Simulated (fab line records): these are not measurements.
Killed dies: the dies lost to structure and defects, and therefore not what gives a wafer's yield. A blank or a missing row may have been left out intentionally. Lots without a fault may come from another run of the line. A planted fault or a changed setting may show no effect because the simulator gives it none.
fab line records -- flow ritCmos
[record] lots = 14, wafers = 42, lastDay = 7
route steps=202 shown M1@196
lots with no fault: from the same line, run without faults
startH: hours from the record's first day to the start of the lot's first wafer shown -- waitH: hours elapsed since this lot's preceding step -- " same as the row above -- L1.1+2: a row that stands for several wafers -- - no value, or no start was given -- * or withheld: withheld -- < > ~ a bound
route shown NAME@n: NAME is a module with steps in the file, n the number in the route of the first one -- usual: mean/standard deviation taken from wafers without a fault -- same: alike in all rows -- chamber/n: place in a boat -- sites: the reading at each site -- _std_site: the standard deviation of these -- _edge_site: outer sites' mean less inner sites' -- radiusMm: how far each site lies from the wafer's centre -- mask NAME#n: copy n -- behind: the tool/chamber that last shaped the wafer -- hold: cause of the lot's hold/its duration in hours/its outcome -- device: which transistor (n, p or np) failed to switch -- end of line: the route-end tests of the same wafers -- a step without rows: its recipe alone -- killed: count of dies lost to structure and defects at first sort (not the wafer's yield) -- map: per-die view of a wafer (x killed, . not killed, _ where there is no die)
set.NAME: the setting that was run; set.NAME@STEP: the one run at that earlier step -- model.NAME: the simulator's own value behind a step, which no gauge read
route steps across a sampled set of lots; one table per step, one row per wafer
services: when a tool's chamber went out of use (startH, in hours from the record's first day, below 0 if earlier), for how many hours, and the reason
[[steps]]
[step RIT_M1_METAL_ETCH_12]
[recipe] stopOn = SiO2, chemistry = Cl2/BCl3, target = Al, timeS = 165, overEtchFrac = 0.5, pressureMtorr = 100, targetDepthA = 6000, rfW = 250, Cl2_flow_sccm = 60, bcl3FlowSccm = 50
[usual] drypumpMotorCurrentA = 5.6/0.49, oesProductAu = 0.776/0.01, overEtchFrac = 0.5/0, throttleValvePct = 8.25/0.088
lot.wafer,tool,chamber,startH,waitH,drypumpMotorCurrentA,oesProductAu,overEtchFrac,rfHoursCounterH,throttleValvePct
L467.1,rieMetal-01,0,59.76,0.2,5.5,0.775,0.5,1,8.25
L467.3,rieMetal-01,1,59.76,0.2,6.2,0.765,0.5,-,8.10
L467.6,rieMetal-01,1,59.76,0.2,6.2,0.757,0.5,-,8.09
L468.1,rieMetal-04,0,65.56,0.2,5.2,0.782,0.5,6,8.22
L468.3,rieMetal-04,0,65.56,0.2,5.2,0.777,0.5,-,8.24
L468.5,rieMetal-04,0,65.56,0.2,5.2,0.778,0.5,-,8.23
L469.1,rieMetal-02,0,75.50,0.2,4.9,0.782,0.5,36,8.34
L469.4,rieMetal-02,1,75.50,0.2,6.2,0.797,0.5,-,8.25
L469.5,rieMetal-02,0,75.50,0.2,4.9,0.778,0.5,-,8.33
L470.3,rieMetal-01,1,80.17,0.2,6.2,0.760,0.5,-,8.08
L470.4,rieMetal-01,0,80.17,0.2,5.5,0.782,0.5,-,8.27
L470.6,rieMetal-01,0,80.17,0.2,5.5,0.770,0.5,-,8.24
L471.1,rieMetal-04,0,84.58,0.2,5.2,0.775,0.5,6,8.23
L471.2,rieMetal-04,1,84.58,0.2,6.0,0.770,0.5,2,8.37
L471.6,rieMetal-04,0,84.58,0.2,5.2,0.768,0.5,-,8.23
L475.2,rieMetal-02,0,105.17,0.2,5.0,0.771,0.5,37,8.35
L475.4,rieMetal-02,1,105.17,0.2,6.2,0.786,0.5,-,8.22
L475.5,rieMetal-02,0,105.17,0.2,5.0,0.785,0.5,-,8.34
L477.3,rieMetal-04,1,112.16,0.2,6.0,0.772,0.5,-,8.37
L477.4,rieMetal-04,0,112.16,0.2,5.2,0.781,0.45402,-,8.22
L477.6,rieMetal-04,0,112.16,0.2,5.2,0.782,0.45402,-,8.22
L479.2,rieMetal-04,1,120.54,0.2,6.0,0.772,0.5,3,8.36
L479.3,rieMetal-04,0,120.54,0.2,5.2,0.785,0.45402,-,8.23
L479.5,rieMetal-04,0,120.54,0.2,5.2,0.797,0.45402,-,8.23
L480.4,rieMetal-01,1,124.79,0.1,6.2,0.763,0.5,-,8.10
L480.5,rieMetal-01,0,124.79,0.1,5.4,0.772,0.5,-,8.26
L480.6,rieMetal-01,1,124.79,0.1,6.1,0.759,0.5,-,8.10
L481.1,rieMetal-02,1,132.67,0.2,6.2,0.798,0.5,32,8.23
L481.2,rieMetal-02,0,132.67,0.2,4.9,0.790,0.5,37,8.32
L481.5,rieMetal-02,1,132.67,0.2,6.1,0.798,0.5,-,8.23
L483.2,rieMetal-01,0,137.71,0.2,5.5,0.779,0.5,1,8.25
L483.3,rieMetal-01,0,137.71,0.2,5.4,0.773,0.5,-,8.27
L483.5,rieMetal-01,1,137.71,0.2,6.2,0.764,0.5,-,8.11
L487.2,rieMetal-02,0,159.41,0.2,4.9,0.784,0.5,0,8.33
L487.3,rieMetal-02,0,159.41,0.2,4.9,0.804,0.5,-,8.34
L487.6,rieMetal-02,0,159.41,0.2,4.9,0.797,0.5,-,8.34
L488.1,rieMetal-01,0,164.29,0.2,5.5,0.768,0.5,2,8.25
L488.2,rieMetal-01,1,164.29,0.2,6.2,0.764,0.5,2,8.09
L488.4,rieMetal-01,0,164.29,0.2,5.4,0.781,0.5,-,8.26
L490.2,rieMetal-02,0,171.56,0.2,5.0,0.787,0.5,0,8.33
L490.4,rieMetal-02,1,171.56,0.2,6.1,0.783,0.5,-,8.24
L490.5,rieMetal-02,0,171.56,0.2,4.9,0.790,0.5,-,8.31
[step RIT_M1_PROBE_99]
[usual] defectLimitedYield = 97.4/1.2, killedAtContacts = 0.1/0.36, killedAtFrontEnd = 7/3.1, killedDies = 7/3.1, killedOpen = 3.6/2.1, killedShort = 3.2/1.9, sort_bin_3_pad_short = 0.1/0.23, sort_bin_5_function = 1.4/0.77, sort_bin_6_memory = 1.0/0.68, sortNPass = 257/3.1, sortYieldPct = 97.4/1.2
[same] grossDies = 264, killed_at_M0_to_M3 = 0, killed_at_M4_up = 0, killedAtBackSide = 0, killedAtOther = 0
lot.wafer,tool,chamber,startH,waitH,defectLimitedYield[%],killedAtContacts,killedAtFrontEnd,killedDies,killedOpen,killedShort,sort_bin_3_pad_short[%],sort_bin_5_function[%],sort_bin_6_memory[%],sortNPass,sortYieldPct[%]
L467.1,prober-01,-,62.18,0.1,97.7,0,6,6,4,2,0,1.5,0.8,258,97.7
L467.3,prober-01,-,62.28,0.2,97.7,0,6,6,1,5,0,1.5,0.8,258,97.7
L467.6,prober-01,-,62.43,0.2,96.6,0,9,9,4,5,0.8,2.3,0.4,255,96.6
L468.1,prober-02,-,68.15,0.1,94.7,0,14,14,6,8,0,2.7,2.7,250,94.7
L468.3,prober-02,-,68.25,0.2,95.8,0,11,11,5,6,0.8,1.9,1.5,253,95.8
L468.5,prober-02,-,68.35,0.2,95.1,0,13,13,6,7,0.4,2.7,1.9,251,95.1
L469.1,prober-01,-,77.75,0.1,99.6,0,1,1,1,0,0,0.4,0,263,99.6
L469.4,prober-01,-,77.90,0.2,97.7,0,6,6,2,4,0.4,0.8,1.1,258,97.7
L469.5,prober-01,-,77.95,0.2,97.0,0,8,8,4,4,0.8,1.5,0.8,256,97.0
L470.3,prober-02,-,82.47,0.2,97.7,0,6,6,1,5,0,1.1,1.1,258,97.7
L470.4,prober-02,-,82.52,0.2,97.0,0,8,8,5,3,0,1.1,1.9,256,97.0
L470.6,prober-02,-,82.62,0.2,97.7,0,6,6,2,4,0.4,1.5,0.4,258,97.7
L471.1,prober-01,-,86.88,0.1,97.0,0,8,8,5,3,0.4,2.3,0.4,256,97.0
L471.2,prober-01,-,86.93,0.1,97.7,0,6,6,5,1,0,1.9,0.4,258,97.7
L471.6,prober-01,-,87.13,0.2,98.1,0,5,5,2,3,0,1.9,0,259,98.1
L475.2,prober-01,-,107.49,0.1,98.1,0,5,5,3,2,0,1.5,0.4,259,98.1
L475.4,prober-01,-,107.59,0.2,97.0,0,8,8,4,4,0,1.5,1.5,256,97.0
L475.5,prober-01,-,107.64,0.2,97.0,1,7,8,3,5,0.4,1.1,1.5,256,97.0
L477.3,prober-01,-,114.46,0.2,97.0,0,8,8,6,2,0,1.9,1.1,256,97.0
L477.4,prober-01,-,114.51,0.2,98.1,0,5,5,3,2,0,1.5,0.4,259,98.1
L477.6,prober-01,-,114.61,0.2,98.9,0,3,3,2,1,0,0.4,0.8,261,98.9
L479.2,prober-01,-,122.85,0.1,96.6,0,9,9,2,7,0,1.9,1.5,255,96.6
L479.3,prober-01,-,122.90,0.2,95.1,0,13,13,9,3,0,1.5,3.4,251,95.1
L479.5,prober-01,-,123.00,0.2,98.1,0,5,5,2,2,0,0.8,1.1,259,98.1
L480.4,prober-02,-,127.16,0.2,95.8,0,11,11,6,5,0.8,1.9,1.5,253,95.8
L480.5,prober-02,-,127.21,0.2,97.0,0,8,8,4,4,0,2.7,0.4,256,97.0
L480.6,prober-02,-,127.26,0.2,97.7,0,6,6,2,4,0.4,1.1,0.8,258,97.7
L481.1,prober-01,-,134.92,0.1,98.9,0,3,3,0,3,0,0.8,0.4,261,98.9
L481.2,prober-01,-,134.97,0.1,95.8,0,11,11,3,8,0.4,1.5,2.3,253,95.8
L481.5,prober-01,-,135.12,0.2,96.2,0,10,10,6,4,0,2.7,1.1,254,96.2
L483.2,prober-01,-,140.01,0.1,98.1,0,5,5,2,3,0,1.5,0.4,259,98.1
L483.3,prober-01,-,140.06,0.2,98.1,0,5,5,1,4,0,0.8,1.1,259,98.1
L483.5,prober-01,-,140.16,0.2,98.5,0,4,4,3,1,0,1.1,0.4,260,98.5
L487.2,prober-01,-,161.76,0.1,96.2,0,10,10,5,5,0,3.4,0.4,254,96.2
L487.3,prober-01,-,161.81,0.2,97.3,0,7,7,2,5,1.1,0.8,0.8,257,97.3
L487.6,prober-01,-,161.96,0.2,97.7,0,6,6,4,2,0.4,1.1,0.8,258,97.7
L488.1,prober-02,-,166.54,0.1,98.1,0,5,5,4,1,0,1.1,0.8,259,98.1
L488.2,prober-02,-,166.59,0.1,99.2,0,2,2,0,2,0.4,0,0.4,262,99.2
L488.4,prober-02,-,166.69,0.2,97.7,0,6,6,3,3,0,1.5,0.8,258,97.7
L490.2,prober-02,-,173.87,0.1,96.2,0,10,10,6,4,0,3.0,0.8,254,96.2
L490.4,prober-02,-,173.97,0.2,95.8,0,11,11,4,7,0.4,2.3,1.5,253,95.8
L490.5,prober-02,-,174.02,0.2,95.5,0,12,12,9,3,0.4,2.7,1.5,252,95.5
// killed by level:class
L467.1 SPACER:geometricParticle:open=3 GATE:geometricParticle:short=1 GATE:geometricParticle:open=1 REOX:geometricParticle:short=1
L467.3 GATE:geometricParticle:short=2 ACTIVE:geometricParticle:short=1 FOX2:geometricParticle:open=1 FOX2:geometricParticle:short=1 SPACER:geometricParticle:short=1
L467.6 SPACER:geometricParticle:open=2 FOX1:geometricParticle:short=1 FOX2:geometricParticle:open=1 GATE:geometricParticle:open=1 GATE:geometricParticle:short=1 REOX:geometricParticle:short=1 SPACER:geometricParticle:short=1 SILICIDE:geometricParticle:short=1
L468.1 SPACER:geometricParticle:short=3 SILICIDE:geometricParticle:short=3 GATE:geometricParticle:short=2 REOX:geometricParticle:open=2 FOX1:geometricParticle:open=1 GATE:geometricParticle:open=1 SPACER:geometricParticle:open=1 SILICIDE:geometricParticle:open=1
L468.3 GATE:geometricParticle:short=3 GATE:geometricParticle:open=2 SILICIDE:geometricParticle:short=2 ACTIVE:geometricParticle:open=1 REOX:geometricParticle:open=1 SPACER:geometricParticle:short=1 SILICIDE:geometricParticle:open=1
L468.5 GATE:geometricParticle:short=4 GATE:geometricParticle:open=2 SILICIDE:geometricParticle:open=2 SILICIDE:geometricParticle:short=2 REOX:geometricParticle:open=1 SPACER:geometricParticle:open=1 SPACER:geometricParticle:short=1
L469.1 REOX:geometricParticle:open=1
L469.4 FOX1:geometricParticle:short=1 GATE:geometricParticle:short=1 GATE:geometricParticle:open=1 SPACER:geometricParticle:open=1 SPACER:geometricParticle:short=1 SILICIDE:geometricParticle:short=1
L469.5 REOX:geometricParticle:short=2 FOX2:geometricParticle:open=1 GATE:geometricParticle:open=1 REOX:geometricParticle:open=1 SPACER:geometricParticle:open=1 SPACER:geometricParticle:short=1 SILICIDE:geometricParticle:short=1
L470.3 FOX1:geometricParticle:short=2 GATE:geometricParticle:short=1 REOX:geometricParticle:open=1 REOX:geometricParticle:short=1 SILICIDE:geometricParticle:short=1
L470.4 FOX1:geometricParticle:open=2 FOX2:geometricParticle:open=2 GATE:geometricParticle:open=1 GATE:geometricParticle:short=1 REOX:geometricParticle:short=1 SPACER:geometricParticle:short=1
L470.6 GATE:geometricParticle:short=2 FOX1:geometricParticle:short=1 GATE:geometricParticle:open=1 REOX:geometricParticle:open=1 SPACER:geometricParticle:short=1
L471.1 FOX1:geometricParticle:open=2 GATE:geometricParticle:open=2 SPACER:geometricParticle:short=2 REOX:geometricParticle:short=1 SPACER:geometricParticle:open=1
L471.2 GATE:geometricParticle:open=2 REOX:geometricParticle:open=2 FOX1:geometricParticle:open=1 SPACER:geometricParticle:short=1
L471.6 SILICIDE:geometricParticle:short=2 FOX1:geometricParticle:short=1 GATE:geometricParticle:open=1 SILICIDE:geometricParticle:open=1
L475.2 GATE:geometricParticle:open=3 GATE:geometricParticle:short=2
L475.4 GATE:geometricParticle:open=3 GATE:geometricParticle:short=3 REOX:geometricParticle:open=1 SPACER:geometricParticle:short=1
L475.5 GATE:geometricParticle:open=3 SILICIDE:geometricParticle:short=2 FOX2:geometricParticle:short=1 GATE:geometricParticle:short=1 CONTACT:geometricParticle:short=1
L477.3 GATE:geometricParticle:open=4 GATE:geometricParticle:short=2 REOX:geometricParticle:open=1 SILICIDE:geometricParticle:open=1
L477.4 GATE:geometricParticle:open=2 GATE:geometricParticle:short=1 REOX:geometricParticle:short=1 REOX:geometricParticle:open=1
L477.6 GATE:geometricParticle:open=2 FOX1:geometricParticle:short=1
L479.2 REOX:geometricParticle:short=2 SPACER:geometricParticle:short=2 FOX2:geometricParticle:short=1 GATE:geometricParticle:short=1 SPACER:geometricParticle:open=1 SILICIDE:geometricParticle:short=1 SILICIDE:geometricParticle:open=1
L479.3 SILICIDE:geometricParticle:open=4 REOX:geometricParticle:open=3 SPACER:geometricParticle:open=2 FOX1:geometricParticle:short=1 SPACER:geometricParticle:short=1 SILICIDE:geometricParticle:short=1 NWELL:coatMicrobubblePrinted=1
L479.5 SILICIDE:geometricParticle:short=2 GATE:geometricParticle:open=1 REOX:geometricParticle:open=1 NWELL:coatMicrobubblePrinted=1
L480.4 GATE:geometricParticle:open=2 GATE:geometricParticle:short=2 SILICIDE:geometricParticle:short=2 FOX1:geometricParticle:open=1 FOX2:geometricParticle:open=1 REOX:geometricParticle:open=1 SPACER:geometricParticle:short=1 SPACER:geometricParticle:open=1
L480.5 SPACER:geometricParticle:short=3 GATE:geometricParticle:open=2 FOX1:geometricParticle:open=1 FOX1:geometricParticle:short=1 SPACER:geometricParticle:open=1
L480.6 GATE:geometricParticle:short=2 FOX1:geometricParticle:short=1 GATE:geometricParticle:open=1 REOX:geometricParticle:short=1 SPACER:geometricParticle:open=1
L481.1 SPACER:geometricParticle:short=2 SILICIDE:geometricParticle:short=1
L481.2 GATE:geometricParticle:short=4 GATE:geometricParticle:open=3 FOX1:geometricParticle:short=2 FOX2:geometricParticle:short=1 SILICIDE:geometricParticle:short=1
L481.5 GATE:geometricParticle:open=3 FOX1:geometricParticle:open=1 FOX2:geometricParticle:short=1 FOX2:geometricParticle:open=1 GATE:geometricParticle:short=1 REOX:geometricParticle:open=1 SPACER:geometricParticle:short=1 SILICIDE:geometricParticle:short=1
L483.2 GATE:geometricParticle:open=2 GATE:geometricParticle:short=2 SPACER:geometricParticle:short=1
L483.3 SILICIDE:geometricParticle:short=3 FOX2:geometricParticle:short=1 GATE:geometricParticle:open=1
L483.5 GATE:geometricParticle:open=2 REOX:geometricParticle:short=1 REOX:geometricParticle:open=1
L487.2 SILICIDE:geometricParticle:short=3 SPACER:geometricParticle:open=2 FOX1:geometricParticle:open=1 GATE:geometricParticle:open=1 GATE:geometricParticle:short=1 SPACER:geometricParticle:short=1 SILICIDE:geometricParticle:open=1
L487.3 GATE:geometricParticle:short=2 SILICIDE:geometricParticle:short=2 GATE:geometricParticle:open=1 SPACER:geometricParticle:short=1 SILICIDE:geometricParticle:open=1
L487.6 REOX:geometricParticle:open=2 FOX2:geometricParticle:open=1 GATE:geometricParticle:open=1 REOX:geometricParticle:short=1 SPACER:geometricParticle:short=1
L488.1 FOX1:geometricParticle:open=2 GATE:geometricParticle:open=1 GATE:geometricParticle:short=1 SILICIDE:geometricParticle:open=1
L488.2 GATE:geometricParticle:short=2
L488.4 GATE:geometricParticle:open=2 FOX1:geometricParticle:open=1 GATE:geometricParticle:short=1 REOX:geometricParticle:short=1 SPACER:geometricParticle:short=1
L490.2 FOX2:geometricParticle:open=3 FOX2:geometricParticle:short=3 GATE:geometricParticle:open=3 STARTING-WAFER:geometricParticle:short=1
L490.4 GATE:geometricParticle:short=5 GATE:geometricParticle:open=2 SPACER:geometricParticle:open=2 FOX2:geometricParticle:short=1 SPACER:geometricParticle:short=1
L490.5 GATE:geometricParticle:open=5 FOX1:geometricParticle:open=1 FOX2:geometricParticle:open=1 GATE:geometricParticle:short=1 REOX:geometricParticle:short=1 SPACER:geometricParticle:short=1 SPACER:geometricParticle:open=1 SILICIDE:geometricParticle:open=1
[[services]]
tool,chamber,startH,hours,kind
rieMetal-01,1,43.43,8.0,repair
rieMetal-01,-,54.74,2.6,repair
rieMetal-01,-,117.87,2.8,pm
rieMetal-02,-,136.12,20.0,pm
rieMetal-02,0,136.12,20.0,ventCycle
rieMetal-02,1,136.12,20.0,ventCycle
rieMetal-02,0,156.12,-,clean
rieMetal-02,1,156.12,-,clean
[[key]]
[firstSign] step = RIT_M1_METAL_ETCH_12, reading = overEtchFrac, direction = down, sigmas = 99+, usual = 0.5, struck = 0.45402
effect none on later readings
metAt RIT_M1_METAL_ETCH_12
struckLots L477,L479
struckWafers L477.4,L477.6,L479.3,L479.5
onsetBetween 84.58 112.16
[fault] kind = processParameterDrift, tool = rieMetal-04, chamber = 0, onsetH = 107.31, steps = RIT_M1_METAL_ETCH_12, channel = overEtchFrac, offset = -0.045976, shape = step, endH = 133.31, stated = 0.5
